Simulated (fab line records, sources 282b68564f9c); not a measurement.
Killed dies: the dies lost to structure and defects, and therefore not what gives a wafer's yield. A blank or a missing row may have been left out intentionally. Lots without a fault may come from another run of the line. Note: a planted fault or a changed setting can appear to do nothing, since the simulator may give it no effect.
Split-lot experiment + flow ritCmos + 23 wafers read from 5 lots, route of 202 steps

## ABOUT THE SPLIT
At RIT_NRETRO_COAT_01 (resist thk 1300 nm), the setting resistThkNm was moved away from the recipe's 1300 nm on 7 of the 23 wafers read, by -4.7% to +4.8%. All remaining wafers had this setting at the recipe value.

The split's own step is where the reading is taken.

## THE READING
NOVOLAK_of_NRETRO_COAT_01.thkNm (the simulator's own value, which no gauge read), in nm, at RIT_NRETRO_COAT_01 (resist thk 1300 nm). The file gives no usual value for it. Across the 16 wafers here that went through the recipe, the average is 1298 nm and the standard deviation 3.8 nm.

| wafer  | tool, chamber at the split | resistThkNm as run, nm | against the recipe | NOVOLAK_of_NRETRO_COAT_01.thkNm, nm | against lot-mates on the recipe |
|--------|----------------------------|------------------------|--------------------|-------------------------------------|---------------------------------|
| L074.2 | lithoTrack-04, 0           | 1300                   | recipe             | 1290                                | -                               |
| L074.3 | lithoTrack-04, 0           | 1300                   | recipe             | 1293                                | -                               |
| L074.5 | lithoTrack-04, 0           | 1300                   | recipe             | 1293                                | -                               |
| L074.4 | lithoTrack-04, 0           | 1300                   | recipe             | 1292                                | -                               |
| L074.6 | lithoTrack-04, 0           | 1300                   | recipe             | 1296                                | -                               |
| L076.1 | lithoTrack-01, 0           | 1300                   | recipe             | 1299                                | -                               |
| L076.5 | lithoTrack-01, 0           | 1300                   | recipe             | 1299                                | -                               |
| L076.3 | lithoTrack-01, 0           | 1239                   | -4.7%              | 1240                                | -59                             |
| L076.4 | lithoTrack-01, 0           | 1300                   | recipe             | 1300                                | -                               |
| L076.6 | lithoTrack-01, 0           | 1239                   | -4.7%              | 1237                                | -62                             |
| L078.2 | lithoTrack-02, 0           | 1300                   | recipe             | 1299                                | -                               |
| L078.6 | lithoTrack-02, 0           | 1300                   | recipe             | 1299                                | -                               |
| L078.4 | lithoTrack-02, 0           | 1300                   | recipe             | 1297                                | -                               |
| L082.1 | lithoTrack-02, 0           | 1300                   | recipe             | 1299                                | -                               |
| L082.2 | lithoTrack-02, 0           | 1363                   | +4.8%              | 1363                                | +62                             |
| L082.4 | lithoTrack-02, 0           | 1300                   | recipe             | 1302                                | -                               |
| L082.5 | lithoTrack-02, 0           | 1363                   | +4.8%              | 1367                                | +66                             |
| L082.6 | lithoTrack-02, 0           | 1300                   | recipe             | 1301                                | -                               |
| L083.2 | lithoTrack-02, 0           | 1359                   | +4.5%              | 1360                                | +58                             |
| L083.3 | lithoTrack-02, 0           | 1300                   | recipe             | 1302                                | -                               |
| L083.4 | lithoTrack-02, 0           | 1359                   | +4.5%              | 1362                                | +60                             |
| L083.5 | lithoTrack-02, 0           | 1359                   | +4.5%              | 1362                                | +60                             |
| L083.6 | lithoTrack-02, 0           | 1300                   | recipe             | 1303                                | -                               |

THE FIT
A straight line over all 23 wafers: NOVOLAK_of_NRETRO_COAT_01.thkNm changes by +13.5 nm for each +1% of resistThkNm; r = +0.99; the points scatter about the line by 3.7 nm.
The same after taking each lot's own level away (the mean of its wafers on the recipe; 23 wafers): +13.1 nm for each +1%; r = +1.00; scatter 1.5 nm.
Per that fit: largest resistThkNm move, reading shift of 63 nm.
From 1292.8 to 1302.5 nm: that is the span of the lots' own levels, equal to 2.6 times the standard deviation above.
The two slopes agree, so the slope changes little with the lot-to-lot level.
Check: with one of the wafers moved furthest among these (+4.8%) left out of the fit, the line predicts +63.5 nm for it against its lot-mates. Against them it came out at +62.3 nm.

## THESE WAFERS: OTHER SPLITS
Other splits were also applied to these wafers ahead of the reading. Each is held against what the fit with the lots' levels taken away leaves over:
| other split on the same wafers    | wafers away from the commonest value | r with NOVOLAK_of_NRETRO_COAT_01.thkNm (lot level and that fit taken away) |
|-----------------------------------|--------------------------------------|----------------------------------------------------------------------------|
| RIT_ACTIVE_COAT_06 spinRpm        | 6                                    | -0.01                                                                      |
| RIT_ACTIVE_HARDBAKE_12 tempC      | 7                                    | +0.21                                                                      |
| RIT_FOX1_OXIDATION_00 tempC       | 15                                   | +0.13                                                                      |
| RIT_NWELL_COAT_01 resistThkNm     | 7                                    | -0.24                                                                      |
| RIT_NWELL_SOFTBAKE_02 timeS       | 7                                    | +0.06                                                                      |
| RIT_PWELL_SOFTBAKE_02 tempC       | 8                                    | +0.16                                                                      |
| RIT_PWELL_DEVELOP_05 developTimeS | 7                                    | -0.39                                                                      |

## FILE'S OWN FIT
NOVOLAK_of_NRETRO_COAT_01.thkNm changes by +13.1 nm for each +1% of resistThkNm, r = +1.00.
